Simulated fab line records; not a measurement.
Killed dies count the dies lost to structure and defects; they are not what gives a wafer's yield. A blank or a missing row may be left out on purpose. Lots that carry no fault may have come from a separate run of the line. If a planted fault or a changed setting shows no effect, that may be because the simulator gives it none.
2 desks, one fault || flow rit cmos || each desk holds nothing but its own numbers, with what lay behind them at the end

== DESK OF THE TOOL OWNER: pvd sputter-03 ==
The tool's own readings at RIT_M1_SPUTTER_00 (material Al, target thk 400 nm, time 500 s): means of the sampled wafers that have a number, for each lot that ran on this tool. A lot is out of limits, marked OUT, if its mean lies more than 4 standard deviations from the usual mean; the brackets give that distance.
Columns: A = throttle valve pct at RIT_M1_SPUTTER_00, usual 30.3 %
{"lot": "L525", "first seen here": "day 3 09:05", "A": 30.4}
{"lot": "L529", "first seen here": "day 4 07:58", "A": 30.9}
{"lot": "L531", "first seen here": "day 4 16:03", "A": 30.4}
{"lot": "L539", "first seen here": "day 6 13:01", "A": 31.0}
Finding of this desk: none of the 4 lots has anything out of limits.

== FROM THE METROLOGY DESK ==
What the gauges read for every lot (on any tool): the sampled wafers with a number, averaged. A lot is out of limits, marked OUT, if its mean lies more than 4 standard deviations from the usual mean; the brackets give that distance.
Columns: A = M1_AL_RS at RIT_M1_RS_MEAS_01, usual 0.0729 ohm/sq; B = M1_AL_THK at RIT_M1_THK_MEAS_02, usual 397 nm
{"lot": "L524", "first seen here": "day 3 04:56", "A": 0.0720, "B": 400}
{"lot": "L525", "first seen here": "day 3 09:23", "A": 0.0720, "B": 402}
{"lot": "L526", "first seen here": "day 3 16:13", "A": 0.0731, "B": 395}
{"lot": "L528", "first seen here": "day 4 03:29", "A": 0.0728, "B": 398}
{"lot": "L529", "first seen here": "day 4 08:18", "A": 0.0728, "B": 397}
{"lot": "L530", "first seen here": "day 4 12:14", "A": 0.0730, "B": 396}
{"lot": "L531", "first seen here": "day 4 16:21", "A": 0.0728, "B": 398}
{"lot": "L539", "first seen here": "day 6 13:20", "A": "0.0673 (-8.8) OUT", "B": "436 (+10) OUT"}
{"lot": "L540", "first seen here": "day 6 17:00", "A": 0.0730, "B": 395}
{"lot": "L541", "first seen here": "day 6 19:35", "A": 0.0738, "B": 392}
{"lot": "L542", "first seen here": "day 7 00:25", "A": 0.0724, "B": 401}
{"lot": "L544", "first seen here": "day 7 09:10", "A": 0.0725, "B": 400}
{"lot": "L546", "first seen here": "day 7 20:57", "A": 0.0736, "B": 396}
Finding of this desk: L539 out of limits, first seen on L539 at day 6 13:20 (M1_AL_RS at RIT_M1_RS_MEAS_01). Within limits: L524, L525, L526, L528, L529, L530, L531, L540, L541, L542, L544, L546.

== BROUGHT TOGETHER ==
The metrology desk could have raised an alarm at day 6 13:20, on L539.
The tool owner's desk saw nothing out of limits.
Tool owner's desk: L539 on record, inside its limits.
Every lot named ran RIT_M1_SPUTTER_00 on pvd sputter-03.

== WHAT THE SIMULATOR PUT IN ==
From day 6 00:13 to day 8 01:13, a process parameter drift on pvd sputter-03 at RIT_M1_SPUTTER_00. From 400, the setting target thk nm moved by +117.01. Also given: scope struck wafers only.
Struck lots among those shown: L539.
Hours from the fault's start to each desk's first reading out of limits: the metrology desk, 13.
